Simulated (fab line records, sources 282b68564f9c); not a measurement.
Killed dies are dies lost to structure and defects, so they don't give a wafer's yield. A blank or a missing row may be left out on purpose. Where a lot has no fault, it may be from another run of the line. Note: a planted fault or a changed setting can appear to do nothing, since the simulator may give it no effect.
A lot that was struck, set against a sound lot | flow ritCmos | 14 steps out of a route of 202
Sound: the wafers L816.2, L816.5, L816.6. The struck wafers were L831.2, L831.4, L831.6. At the end, the cause is stated.
At each step with rows: each side's tool, then ch and its chambers, then its first start. Under that, the readings that differ: sound wafers | struck wafers | difference of the means | sigmas: that difference in standard deviations of wafers without a fault.
alike: words and numbers the same on both sides, and readings whose means are apart by under 2 such deviations; not compared: readings that were withheld, readings missing a value for some wafer, numbers with overlapping values and no deviation given by the record, and bounds like >300 which may hide the same value.
A row with sigmas, a row that says differs or no value, or rows on one side alone: a step with any of these is where the two part. Non-overlapping numbers with no deviation appear without sigmas and do not part them. Lack of a reading on every wafer of one side parts them only where that side has two or more wafers.

first, 1 step without rows for these wafers: RIT_CONTACT_HARDBAKE_10 (time 60 s).
RIT_CONTACT_ETCH_11: etches SiO2 in CHF3/CF4/Ar, stops on TiSi2, target depth 480 nm, time 320 s.
  sound on rieDiel-02 ch 2,3, day 3 20:37; struck on rieDiel-01 ch 0,2, day 6 23:20
  alike: chamberPressureMTorr, drypumpMotorCurrentA, oesProductAu, throttleValvePct
  not compared: rfHoursCounterH
RIT_CONTACT_STRIP_12: strips in O2, time 180 s.
  sound on plasmaAsher-04 ch 0,1, day 3 20:55; struck on plasmaAsher-01 ch 1, day 6 23:32
reading                  | sound       | struck      | difference | sigmas
drypumpMotorCurrentA (A) | 6.2 5.0 6.2 | 4.8 4.8 4.8 | -1.0       | -2
rfReflPowerW (W)         | 9.6 7.0 9.0 | 4.7 4.8 4.7 | -3.8       | -2
  alike: chamberPressureMTorr
  not compared: rfHoursCounterH
RIT_CONTACT_CD_MEAS_90 targets a cd of 1000 nm.
  sound on cdSem-02, day 3 21:06; struck on cdSem-02, day 6 23:44
  alike: cdNm
then, 2 steps without rows for these wafers: RIT_CONTACT_CLEAN_13 (cleans in SC1, time 600 s); RIT_CONTACT_CLEAN_14 (cleans in SC2, time 600 s).
RIT_M1_SPUTTER_00: material Al, target thk 400 nm, time 500 s.
  sound on pvdSputter-02, day 3 21:33; struck on pvdSputter-03, day 7 00:11
  alike: chamberPressurePa, throttleValvePct
RIT_M1_RS_MEAS_01: measurement is done with a four-point probe.
  sound on filmMetro-04, day 3 21:52; struck on filmMetro-04, day 7 00:30
  alike: M1_AL_RS
RIT_M1_THK_MEAS_02: measures by xrf.
  sound on filmMetro-04, day 3 21:59; struck on filmMetro-04, day 7 00:37
  alike: M1_AL_THK
then, 3 steps without rows for these wafers: RIT_M1_HMDS_03 (prime time 60 s); RIT_M1_COAT_04 (resist thk 1300 nm); RIT_M1_SOFTBAKE_05 (time 60 s).
RIT_M1_EXPOSE_06: exposes mask M12, target cd 2600 nm.
  struck on ilineStepper-01, day 7 01:15; sound on ilineStepper-02 ch 0, day 3 22:29
  no value came back on the struck wafers for exposureDoseMJCm2, focusOffsetNm (nm), sigmaOuter; on the sound wafers exposureDoseMJCm2 reads 252.20 252.33 252.61
  alike: mask
next, for these wafers, 1 step has no rows: RIT_M1_PEB_07.

WHERE THEY PART
First at RIT_CONTACT_STRIP_12; last, within this record, at RIT_M1_EXPOSE_06.

WHY: what had been put in by the simulator
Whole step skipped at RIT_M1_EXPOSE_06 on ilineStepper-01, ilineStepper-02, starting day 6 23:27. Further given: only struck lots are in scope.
